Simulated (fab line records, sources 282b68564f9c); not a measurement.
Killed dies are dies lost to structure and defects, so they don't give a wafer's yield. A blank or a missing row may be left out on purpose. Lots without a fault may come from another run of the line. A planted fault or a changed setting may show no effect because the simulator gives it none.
Split-lot experiment | flow rit_cmos | 5 lots, 23 wafers read, on a route of 202 steps

THE SPLIT
At RIT_CONTACT_CVD_00 (deposits SiO2 from TEOS, target thk 400 nm, time 61 s), the setting time_s was moved away from the recipe's 61 s on 4 of the 23 wafers read, by -5.8% to +10.0%. The other wafers ran this setting at the recipe's value.

The file shows no step between the split and the reading.

THE READING
CONTACT_TEOS_THK, in nm, at RIT_CONTACT_THK_MEAS_01. Fault-free wafers of this fab line usually give 399 nm, standard deviation 5.2 nm.

wafer  | tool, chamber at the split | time_s as run, s | against the recipe | CONTACT_TEOS_THK, nm | against lot-mates on the recipe
L075.2 | pecvd-03, 1                | 61               | recipe             | 396                  | -
L075.3 | pecvd-03, 2                | 61               | recipe             | 400                  | -
L075.4 | pecvd-03, 1                | 61               | recipe             | 394                  | -
L075.5 | pecvd-03, 2                | 61               | recipe             | 410                  | -
L075.6 | pecvd-03, 0                | 61               | recipe             | 412                  | -
L079.1 | pecvd-02, 0                | 57.44            | -5.8%              | 378                  | -27
L079.2 | pecvd-02, 1                | 61               | recipe             | 404                  | -
L079.3 | pecvd-02, 2                | 57.44            | -5.8%              | 374                  | -31
L079.4 | pecvd-02, 0                | 61               | recipe             | 408                  | -
L079.5 | pecvd-02, 2                | 61               | recipe             | 402                  | -
L081.2 | pecvd-03, 1                | 61               | recipe             | 390                  | -
L081.4 | pecvd-03, 0                | 61               | recipe             | 398                  | -
L081.5 | pecvd-03, 2                | 61               | recipe             | 403                  | -
L084.1 | pecvd-03, 0                | 61               | recipe             | 397                  | -
L084.2 | pecvd-03, 1                | 61               | recipe             | 393                  | -
L084.3 | pecvd-03, 2                | 67.12            | +10.0%             | 436                  | +39
L084.5 | pecvd-03, 1                | 61               | recipe             | 400                  | -
L084.6 | pecvd-03, 2                | 67.12            | +10.0%             | 446                  | +49
L085.1 | pecvd-02, 2                | 61               | recipe             | 397                  | -
L085.2 | pecvd-02, 0                | 61               | recipe             | 397                  | -
L085.3 | pecvd-02, 0                | 61               | recipe             | 402                  | -
L085.4 | pecvd-02, 2                | 61               | recipe             | 404                  | -
L085.6 | pecvd-02, 0                | 61               | recipe             | 404                  | -

THE FIT
A straight line over all 23 wafers: CONTACT_TEOS_THK changes by +4.08 nm for each +1% of time_s; r = +0.93; the points scatter about the line by 5.6 nm.
The same after taking each lot's own level away (the mean of its wafers on the recipe; 23 wafers): +4.55 nm for each +1%; r = +0.96; scatter 5 nm.
On that fit, the largest move of time_s shifts the reading by 46 nm.
The lots' own levels span 396.7 to 404.7 nm, that is 1.5 times the standard deviation above.
So the lot-to-lot level changes the slope: the two fits differ.
Check: with one of the wafers moved furthest among these (+10.0%) left out of the fit, the line predicts +49.3 nm for it against its lot-mates. It came out at +39.3 nm against them.

OTHER SPLITS ON THESE WAFERS
These wafers also went through other splits before the reading. Each is held against what the fit with the lots' levels taken away leaves over:
other split on the same wafers  | wafers away from the commonest value | r with CONTACT_TEOS_THK (lot level and that fit taken away)
RIT_REOX_OXIDATION_03 temp_c    | 15                                   | +0.02
RIT_PLDD_STRIP_09 o2_flow_sccm  | 5                                    | -0.08
RIT_SPACER_CVD_03 temp_c        | 15                                   | -0.04
RIT_PSD_COAT_01 spin_rpm        | 7                                    | -0.11
RIT_SILICIDE_WET_ETCH_00 time_s | 18                                   | -0.04

THE WHOLE CHAIN: every reading that the file lists as answering this split, in the file's order
step                    | what it does                                          | reading                                                                        | change (the file's fit)              | r (the file's)
RIT_CONTACT_CVD_00      | deposits SiO2 from TEOS, target thk 400 nm, time 61 s | SiO2_of_CONTACT_CVD_00.thk_nm (the simulator's own value, which no gauge read) | +4.51 nm for each +1% of the setting | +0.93
RIT_CONTACT_THK_MEAS_01 |                                                       | CONTACT_TEOS_THK                                                               | +4.53 for each +1% of the setting    | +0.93

THE FILE'S OWN FIT
CONTACT_TEOS_THK changes by +4.53 nm for each +1% of time_s, r = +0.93.
